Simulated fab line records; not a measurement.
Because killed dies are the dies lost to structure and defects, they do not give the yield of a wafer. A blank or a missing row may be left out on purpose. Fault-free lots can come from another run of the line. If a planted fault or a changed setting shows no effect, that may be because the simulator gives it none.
fab line records + flow ritCmos
[record]
- lots = 5
- wafers = 15
- lastDay = 7
route steps=202 shown NRETRO@56 PRETRO@64
lots that met no fault: from a run of the same line without faults
startH: hours from the record's first day to the start of the lot's first wafer shown + waitH: time in hours since the lot's previous step + " same as the row above + L1.1+2: a single row standing in for several wafers + - either no value or no given start + * or withheld: withheld + < > ~ a bound
route shown NAME@n: names a module that has steps shown in the file, with the first one's number in the route + usual: mean/standard deviation of fault-free wafers + same: alike in all rows + chamber/n: place in a boat + sites: each site's reading + _std_site: the standard deviation of these + _edge_site: the outer-site mean with the inner-site mean subtracted + radiusMm: for every site, how far away it sits from the centre of the wafer + mask NAME#n: copy n + behind: the last tool/chamber to shape the wafer + hold: why the lot was held/for how many hours/how that ended + device: names the non-switching transistor (n, p or np) + end of line: the route-end tests of the same wafers + a step without rows: its recipe alone + killed: dies that structure and defects cost at the first sort, which is not the same as the wafer's yield + map: dies across one wafer; x = killed, . = not, _ = none there
set.NAME: the setting that was run; set.NAME@STEP: the one run at that earlier step + model.NAME: the simulator's own value behind a step, which no gauge read
lots seen at some steps along the route; tables by step, rows by wafer
services: from which hour (startH, from the record's first day; less than 0 if before it) a tool's chamber was out of use, for how many hours, and why
[[steps]]
[step RIT_NRETRO_EXPOSE_03]
[recipe]
- maskId = M4
- na = 0.57
- targetCdNm = 43900
- doseMj = 250
| lot.wafer  | tool            | chamber | startH | waitH | mask |
|------------|-----------------|---------|--------|-------|------|
| L076.2+3+4 | ilineStepper-01 | 0       | 39.76  | 0.1   | M4#0 |
| L081.1+2+4 | ilineStepper-01 | 0       | 64.16  | 0.1   | M4#0 |
| L086.3+4+6 | ilineStepper-02 | 0       | 88.71  | 0.1   | M4#0 |
| L091.1+2+4 | ilineStepper-02 | 0       | 114.52 | 0.2   | M4#0 |
| L094.3+4+5 | ilineStepper-02 | 0       | 128.76 | 0.2   | M4#0 |
[step RIT_NRETRO_PEB_04]
[recipe]
- resist = NOVOLAK
- tempC = withheld
- timeS = withheld
[usual]
- resistLineTempC = *
| lot.wafer | tool          | chamber | startH | waitH | resistLineTempC |
|-----------|---------------|---------|--------|-------|-----------------|
| L076.2    | lithoTrack-02 | 0       | 39.88  | 0.1   | *               |
| L076.3    | "             | 0       | "      | "     | *               |
| L076.4    | "             | 0       | "      | "     | *               |
| L081.1    | lithoTrack-04 | 0       | 64.27  | 0.1   | *               |
| L081.2    | "             | 0       | "      | "     | *               |
| L081.4    | "             | 0       | "      | "     | *               |
| L086.3    | lithoTrack-04 | 0       | 88.84  | 0.1   | *               |
| L086.4    | "             | 0       | "      | "     | *               |
| L086.6    | "             | 0       | "      | "     | *               |
| L091.1    | lithoTrack-02 | 0       | 114.64 | 0.1   | *               |
| L091.2    | "             | 0       | "      | "     | *               |
| L091.4    | "             | 0       | "      | "     | *               |
| L094.3    | lithoTrack-04 | 0       | 128.89 | 0.1   | *               |
| L094.4    | "             | 0       | "      | "     | *               |
| L094.5    | "             | 0       | "      | "     | *               |
[step RIT_NRETRO_DEVELOP_05]
[recipe]
- resist = NOVOLAK
- developTimeS = 68
- devTempC = 23
[usual]
- resistLineTempC = 22.99/0.11
| lot.wafer | tool          | chamber | startH | waitH | resistLineTempC |
|-----------|---------------|---------|--------|-------|-----------------|
| L076.2    | lithoTrack-02 | 0       | -      | -     | 22.87           |
| L076.3    | "             | 0       | "      | "     | 22.94           |
| L076.4    | "             | 0       | "      | "     | 22.99           |
| L081.1    | lithoTrack-04 | 0       | -      | -     | 23.04           |
| L081.2    | "             | 0       | "      | "     | 23.00           |
| L081.4    | "             | 0       | "      | "     | 23.03           |
| L086.3    | lithoTrack-04 | 0       | -      | -     | 22.98           |
| L086.4    | "             | 0       | "      | "     | 23.00           |
| L086.6    | "             | 0       | "      | "     | 23.27           |
| L091.1    | lithoTrack-02 | 0       | -      | -     | 23.01           |
| L091.2    | "             | 0       | "      | "     | 22.90           |
| L091.4    | "             | 0       | "      | "     | 23.04           |
| L094.3    | lithoTrack-04 | 0       | -      | -     | 22.70           |
| L094.4    | "             | 0       | "      | "     | 22.75           |
| L094.5    | "             | 0       | "      | "     | 22.96           |
[step RIT_NRETRO_OVL_MEAS_06]
[usual]
- NRETRO_OVL = -0.9/1.2
| lot.wafer | tool       | chamber | startH | waitH | NRETRO_OVL[nm] |
|-----------|------------|---------|--------|-------|----------------|
| L076.2    | overlay-02 | -       | 40.17  | -     | -1.4           |
| L076.3    | "          | -       | "      | "     | -2.1           |
| L076.4    | "          | -       | "      | "     | -1.1           |
| L081.1    | overlay-01 | -       | 64.59  | -     | -1.0           |
| L081.2    | "          | -       | "      | "     | -2.7           |
| L081.4    | "          | -       | "      | "     | -2.5           |
| L086.3    | overlay-02 | -       | 89.11  | -     | -2.1           |
| L086.4    | "          | -       | "      | "     | -2.0           |
| L086.6    | "          | -       | "      | "     | -2.8           |
| L091.1    | overlay-01 | -       | 114.95 | -     | 0.8            |
| L091.2    | "          | -       | "      | "     | 0.9            |
| L091.4    | "          | -       | "      | "     | 0.0            |
| L094.3    | overlay-01 | -       | 129.17 | -     | -1.0           |
| L094.4    | "          | -       | "      | "     | -1.0           |
| L094.5    | "          | -       | "      | "     | -2.3           |
[step RIT_NRETRO_HARDBAKE_07]
[recipe]
- resist = NOVOLAK
- tempC = 140
- timeS = 120
[usual]
- resistLineTempC = 23.01/0.097
| lot.wafer | tool          | chamber | startH | waitH | resistLineTempC |
|-----------|---------------|---------|--------|-------|-----------------|
| L076.2    | lithoTrack-04 | 0       | 40.24  | 0.1   | 23.11           |
| L076.3    | "             | 0       | "      | "     | 23.14           |
| L076.4    | "             | 0       | "      | "     | 23.06           |
| L081.1    | lithoTrack-01 | 0       | 64.62  | 0.0   | 22.91           |
| L081.2    | "             | 0       | "      | "     | 23.00           |
| L081.4    | "             | 0       | "      | "     | 22.93           |
| L086.3    | lithoTrack-04 | 0       | 89.22  | 0.1   | 23.00           |
| L086.4    | "             | 0       | "      | "     | 23.01           |
| L086.6    | "             | 0       | "      | "     | 22.98           |
| L091.1    | lithoTrack-01 | 0       | 114.99 | 0.0   | 23.08           |
| L091.2    | "             | 0       | "      | "     | 23.06           |
| L091.4    | "             | 0       | "      | "     | 23.08           |
| L094.3    | lithoTrack-01 | 0       | 129.27 | 0.1   | 23.07           |
| L094.4    | "             | 0       | "      | "     | 23.04           |
| L094.5    | "             | 0       | "      | "     | 23.03           |
[step RIT_NRETRO_IMPLANT_08]
[recipe]
- species = P
- energyKev = 70.94
- doseCm2 = 1e+13
- tiltDeg = 7
[usual]
- faradayCurrentUA = 31.8/0.56
| lot.wafer | tool         | chamber | startH | waitH | faradayCurrentUA |
|-----------|--------------|---------|--------|-------|------------------|
| L076.2    | implanter-04 | 0       | 40.48  | 0.2   | 30.7             |
| L076.3    | "            | 0       | "      | "     | 31.9             |
| L076.4    | "            | 0       | "      | "     | 31.2             |
| L081.1    | implanter-04 | 0       | 64.87  | 0.2   | 32.1             |
| L081.2    | "            | 0       | "      | "     | 31.9             |
| L081.4    | "            | 0       | "      | "     | 33.1             |
| L086.3    | implanter-04 | 0       | 89.44  | 0.2   | 32.4             |
| L086.4    | "            | 0       | "      | "     | 32.0             |
| L086.6    | "            | 0       | "      | "     | 32.2             |
| L091.1    | implanter-04 | 0       | 115.24 | 0.2   | 31.8             |
| L091.2    | "            | 0       | "      | "     | 31.4             |
| L091.4    | "            | 0       | "      | "     | 32.4             |
| L094.3    | implanter-02 | 0       | 129.49 | 0.2   | 31.3             |
| L094.4    | "            | 0       | "      | "     | 31.0             |
| L094.5    | "            | 0       | "      | "     | 32.0             |
[step RIT_NRETRO_STRIP_09]
[recipe]
- chemistry = O2
- timeS = 180
- resist = NOVOLAK
- platenTempC = withheld
- powerW = 500
- pressureMtorr = 4000
- o2FlowSccm = 4000
[usual]
- drypumpMotorCurrentA = 5.72/0.23
| lot.wafer | tool           | chamber | startH | waitH | drypumpMotorCurrentA | rfHoursCounterH |
|-----------|----------------|---------|--------|-------|----------------------|-----------------|
| L076.2    | plasmaAsher-02 | 0       | 40.60  | 0.1   | 5.47                 | 40              |
| L076.3    | "              | 1       | "      | "     | 5.83                 | -               |
| L076.4    | "              | 0       | "      | "     | 5.49                 | -               |
| L081.1    | plasmaAsher-04 | 0       | 65.02  | 0.1   | 5.49                 | 24              |
| L081.2    | "              | 1       | "      | "     | 6.18                 | 24              |
| L081.4    | "              | 1       | "      | "     | 6.18                 | -               |
| L086.3    | plasmaAsher-04 | 1       | 89.59  | 0.1   | 6.12                 | -               |
| L086.4    | "              | 0       | "      | "     | 5.51                 | -               |
| L086.6    | "              | 0       | "      | "     | 5.48                 | -               |
| L091.1    | plasmaAsher-02 | 0       | 115.39 | 0.1   | 5.46                 | 48              |
| L091.2    | "              | 1       | "      | "     | 5.85                 | 48              |
| L091.4    | "              | 0       | "      | "     | 5.50                 | -               |
| L094.3    | plasmaAsher-04 | 1       | 129.65 | 0.1   | 6.17                 | -               |
| L094.4    | "              | 0       | "      | "     | 5.48                 | -               |
| L094.5    | "              | 1       | "      | "     | 6.15                 | -               |
[step RIT_NRETRO_TW_MEAS_10]
[usual]
- NRETRO_TW = 1056/6.2
| lot.wafer | tool         | chamber | startH | waitH | NRETRO_TW |
|-----------|--------------|---------|--------|-------|-----------|
| L076.2    | filmMetro-01 | -       | 40.79  | 0.1   | 1047      |
| L076.3    | "            | -       | "      | "     | 1050      |
| L076.4    | "            | -       | "      | "     | 1052      |
| L081.1    | filmMetro-02 | -       | 65.20  | 0.1   | 1062      |
| L081.2    | "            | -       | "      | "     | 1056      |
| L081.4    | "            | -       | "      | "     | 1057      |
| L086.3    | filmMetro-01 | -       | 89.73  | 0.1   | 1056      |
| L086.4    | "            | -       | "      | "     | 1054      |
| L086.6    | "            | -       | "      | "     | 1049      |
| L091.1    | filmMetro-03 | -       | 115.56 | 0.1   | 1062      |
| L091.2    | "            | -       | "      | "     | 1067      |
| L091.4    | "            | -       | "      | "     | 1059      |
| L094.3    | filmMetro-03 | -       | 129.79 | 0.1   | 1060      |
| L094.4    | "            | -       | "      | "     | 1056      |
| L094.5    | "            | -       | "      | "     | 1064      |
[step RIT_PRETRO_HMDS_00]
[recipe]
- primeTimeS = 60
- primeTempC = 140
[usual]
- resistLineTempC = 22.98/0.1
| lot.wafer | tool          | chamber | startH | waitH | resistLineTempC |
|-----------|---------------|---------|--------|-------|-----------------|
| L076.2    | lithoTrack-02 | 0       | 40.86  | 0.1   | 22.93           |
| L076.3    | "             | 0       | "      | "     | 22.94           |
| L076.4    | "             | 0       | "      | "     | 22.95           |
| L081.1    | lithoTrack-03 | 0       | 65.26  | 0.1   | 22.79           |
| L081.2    | "             | 0       | "      | "     | 22.94           |
| L081.4    | "             | 0       | "      | "     | 22.94           |
| L086.3    | lithoTrack-02 | 0       | 89.82  | 0.1   | 23.12           |
| L086.4    | "             | 0       | "      | "     | 23.08           |
| L086.6    | "             | 0       | "      | "     | 23.17           |
| L091.1    | lithoTrack-02 | 0       | 115.62 | 0.1   | 23.12           |
| L091.2    | "             | 0       | "      | "     | 23.05           |
| L091.4    | "             | 0       | "      | "     | 22.96           |
| L094.3    | lithoTrack-02 | 0       | 129.88 | 0.1   | 22.79           |
| L094.4    | "             | 0       | "      | "     | 23.00           |
| L094.5    | "             | 0       | "      | "     | 22.94           |
[step RIT_PRETRO_COAT_01]
[recipe]
- resist = NOVOLAK
- spinRpm = 2000
- resistThkNm = 1300
[usual]
- resistLineTempC = 23.01/0.11
- spinSpeedRpm = 2000.0/1.3
| lot.wafer | tool          | chamber | startH | waitH | resistLineTempC | spinSpeedRpm |
|-----------|---------------|---------|--------|-------|-----------------|--------------|
| L076.2    | lithoTrack-02 | 0       | 41.01  | 0.1   | 22.86           | 2002.7       |
| L076.3    | "             | 0       | "      | "     | 23.13           | 1997.6       |
| L076.4    | "             | 0       | "      | "     | 23.05           | 1999.5       |
| L081.1    | lithoTrack-03 | 0       | 65.41  | 0.1   | 22.96           | 1999.0       |
| L081.2    | "             | 0       | "      | "     | 22.93           | 1998.8       |
| L081.4    | "             | 0       | "      | "     | 23.11           | 2002.1       |
| L086.3    | lithoTrack-02 | 0       | 89.97  | 0.1   | 23.05           | 1996.6       |
| L086.4    | "             | 0       | "      | "     | 22.99           | 2001.6       |
| L086.6    | "             | 0       | "      | "     | 23.17           | 1998.6       |
| L091.1    | lithoTrack-02 | 0       | 115.77 | 0.1   | 23.10           | 2002.1       |
| L091.2    | "             | 0       | "      | "     | 23.00           | 2001.1       |
| L091.4    | "             | 0       | "      | "     | 23.06           | 2000.1       |
| L094.3    | lithoTrack-02 | 0       | 130.03 | 0.1   | 22.95           | 2000.4       |
| L094.4    | "             | 0       | "      | "     | 23.13           | 2001.0       |
| L094.5    | "             | 0       | "      | "     | 22.98           | 1999.6       |
[step RIT_PRETRO_SOFTBAKE_02]
[recipe]
- resist = NOVOLAK
- tempC = 90.42
- timeS = 60
[usual]
- resistLineTempC = 23.00/0.1
| lot.wafer | tool          | chamber | startH | waitH | resistLineTempC |
|-----------|---------------|---------|--------|-------|-----------------|
| L076.2    | lithoTrack-02 | 0       | 41.16  | 0.1   | 23.14           |
| L076.3    | "             | 0       | "      | "     | 23.03           |
| L076.4    | "             | 0       | "      | "     | 23.09           |
| L081.1    | lithoTrack-03 | 0       | 65.56  | 0.1   | 22.77           |
| L081.2    | "             | 0       | "      | "     | 22.82           |
| L081.4    | "             | 0       | "      | "     | 22.86           |
| L086.3    | lithoTrack-02 | 0       | 90.12  | 0.1   | 23.02           |
| L086.4    | "             | 0       | "      | "     | 23.18           |
| L086.6    | "             | 0       | "      | "     | 23.01           |
| L091.1    | lithoTrack-02 | 0       | 115.92 | 0.1   | 23.06           |
| L091.2    | "             | 0       | "      | "     | 22.90           |
| L091.4    | "             | 0       | "      | "     | 22.94           |
| L094.3    | lithoTrack-02 | 0       | 130.18 | 0.1   | 22.86           |
| L094.4    | "             | 0       | "      | "     | 22.97           |
| L094.5    | "             | 0       | "      | "     | 22.96           |
[step RIT_PRETRO_EXPOSE_03]
[recipe]
- maskId = M5
- na = 0.57
- targetCdNm = 43700
- doseMj = 250
| lot.wafer  | tool            | chamber | startH | waitH | mask |
|------------|-----------------|---------|--------|-------|------|
| L076.2+3+4 | ilineStepper-01 | 0       | 41.52  | 0.3   | M5#0 |
| L081.1+2+4 | ilineStepper-02 | 0       | 65.71  | 0.1   | M5#0 |
| L086.3+4+6 | ilineStepper-01 | 0       | 90.26  | 0.1   | M5#0 |
| L091.1+2+4 | ilineStepper-01 | 0       | 116.07 | 0.1   | M5#0 |
| L094.3+4+5 | ilineStepper-01 | 0       | 130.44 | 0.2   | M5#0 |
[step RIT_PRETRO_PEB_04]
[recipe]
- resist = NOVOLAK
- tempC = withheld
- timeS = withheld
[usual]
- resistLineTempC = *
| lot.wafer | tool          | chamber | startH | waitH | resistLineTempC |
|-----------|---------------|---------|--------|-------|-----------------|
| L076.2    | lithoTrack-03 | 0       | 41.76  | 0.2   | *               |
| L076.3    | "             | 0       | "      | "     | *               |
| L076.4    | "             | 0       | "      | "     | *               |
| L081.1    | lithoTrack-02 | 0       | 65.96  | 0.2   | *               |
| L081.2    | "             | 0       | "      | "     | *               |
| L081.4    | "             | 0       | "      | "     | *               |
| L086.3    | lithoTrack-02 | 0       | 90.51  | 0.2   | *               |
| L086.4    | "             | 0       | "      | "     | *               |
| L086.6    | "             | 0       | "      | "     | *               |
| L091.1    | lithoTrack-02 | 0       | 116.19 | 0.1   | *               |
| L091.2    | "             | 0       | "      | "     | *               |
| L091.4    | "             | 0       | "      | "     | *               |
| L094.3    | lithoTrack-01 | 0       | 130.57 | 0.1   | *               |
| L094.4    | "             | 0       | "      | "     | *               |
| L094.5    | "             | 0       | "      | "     | *               |
[step RIT_PRETRO_DEVELOP_05]
[recipe]
- resist = NOVOLAK
- developTimeS = 68
- devTempC = 23
[usual]
- resistLineTempC = 22.97/0.1
| lot.wafer | tool          | chamber | startH | waitH | resistLineTempC |
|-----------|---------------|---------|--------|-------|-----------------|
| L076.2    | lithoTrack-03 | 0       | -      | -     | 23.15           |
| L076.3    | "             | 0       | "      | "     | 23.04           |
| L076.4    | "             | 0       | "      | "     | 22.99           |
| L081.1    | lithoTrack-02 | 0       | -      | -     | 22.83           |
| L081.2    | "             | 0       | "      | "     | 22.91           |
| L081.4    | "             | 0       | "      | "     | 23.00           |
| L086.3    | lithoTrack-02 | 0       | -      | -     | 23.08           |
| L086.4    | "             | 0       | "      | "     | 23.10           |
| L086.6    | "             | 0       | "      | "     | 23.16           |
| L091.1    | lithoTrack-02 | 0       | -      | -     | 23.01           |
| L091.2    | "             | 0       | "      | "     | 22.93           |
| L091.4    | "             | 0       | "      | "     | 22.98           |
| L094.3    | lithoTrack-01 | 0       | -      | -     | 22.99           |
| L094.4    | "             | 0       | "      | "     | 23.02           |
| L094.5    | "             | 0       | "      | "     | 22.88           |
[step RIT_PRETRO_OVL_MEAS_06]
[usual]
- PRETRO_OVL = -0.3/1.3
| lot.wafer | tool       | chamber | startH | waitH | PRETRO_OVL[nm] |
|-----------|------------|---------|--------|-------|----------------|
| L076.2    | overlay-01 | -       | 42.06  | -     | 0.0            |
| L076.3    | "          | -       | "      | "     | -1.3           |
| L076.4    | "          | -       | "      | "     | -0.8           |
| L081.1    | overlay-02 | -       | 66.28  | -     | 2.8            |
| L081.2    | "          | -       | "      | "     | 0.6            |
| L081.4    | "          | -       | "      | "     | 2.5            |
| L086.3    | overlay-02 | -       | 90.79  | -     | -0.5           |
| L086.4    | "          | -       | "      | "     | 0.3            |
| L086.6    | "          | -       | "      | "     | 0.1            |
| L091.1    | overlay-02 | -       | 116.50 | -     | -0.9           |
| L091.2    | "          | -       | "      | "     | -0.4           |
| L091.4    | "          | -       | "      | "     | -0.6           |
| L094.3    | overlay-02 | -       | 130.84 | -     | 0.1            |
| L094.4    | "          | -       | "      | "     | 0.1            |
| L094.5    | "          | -       | "      | "     | 1.2            |
[step RIT_PRETRO_HARDBAKE_07]
[recipe]
- resist = NOVOLAK
- tempC = 140
- timeS = 120
[usual]
- resistLineTempC = 22.98/0.095
| lot.wafer | tool          | chamber | startH | waitH | resistLineTempC |
|-----------|---------------|---------|--------|-------|-----------------|
| L076.2    | lithoTrack-01 | 0       | 42.13  | 0.1   | 22.98           |
| L076.3    | "             | 0       | "      | "     | 22.96           |
| L076.4    | "             | 0       | "      | "     | 23.05           |
| L081.1    | lithoTrack-03 | 0       | 66.31  | 0.0   | 22.91           |
| L081.2    | "             | 0       | "      | "     | 22.89           |
| L081.4    | "             | 0       | "      | "     | 23.06           |
| L086.3    | lithoTrack-01 | 0       | 90.89  | 0.1   | 22.99           |
| L086.4    | "             | 0       | "      | "     | 23.14           |
| L086.6    | "             | 0       | "      | "     | 23.06           |
| L091.1    | lithoTrack-02 | 0       | 116.54 | 0.0   | 22.97           |
| L091.2    | "             | 0       | "      | "     | 22.98           |
| L091.4    | "             | 0       | "      | "     | 22.95           |
| L094.3    | lithoTrack-02 | 0       | 130.95 | 0.1   | 22.90           |
| L094.4    | "             | 0       | "      | "     | 22.94           |
| L094.5    | "             | 0       | "      | "     | 22.83           |
[[services]]
| tool            | chamber | startH | hours | kind   |
|-----------------|---------|--------|-------|--------|
| ilineStepper-01 | -       | 16.82  | 1.7   | pm     |
| implanter-04    | -       | 38.10  | 0.6   | repair |
| ilineStepper-02 | -       | 48.99  | 1.7   | pm     |
| implanter-04    | -       | 52.00  | 1.6   | repair |
| implanter-04    | -       | 92.50  | 1.3   | repair |
| ilineStepper-01 | -       | 105.04 | 1.3   | repair |
[[key]]
fault none
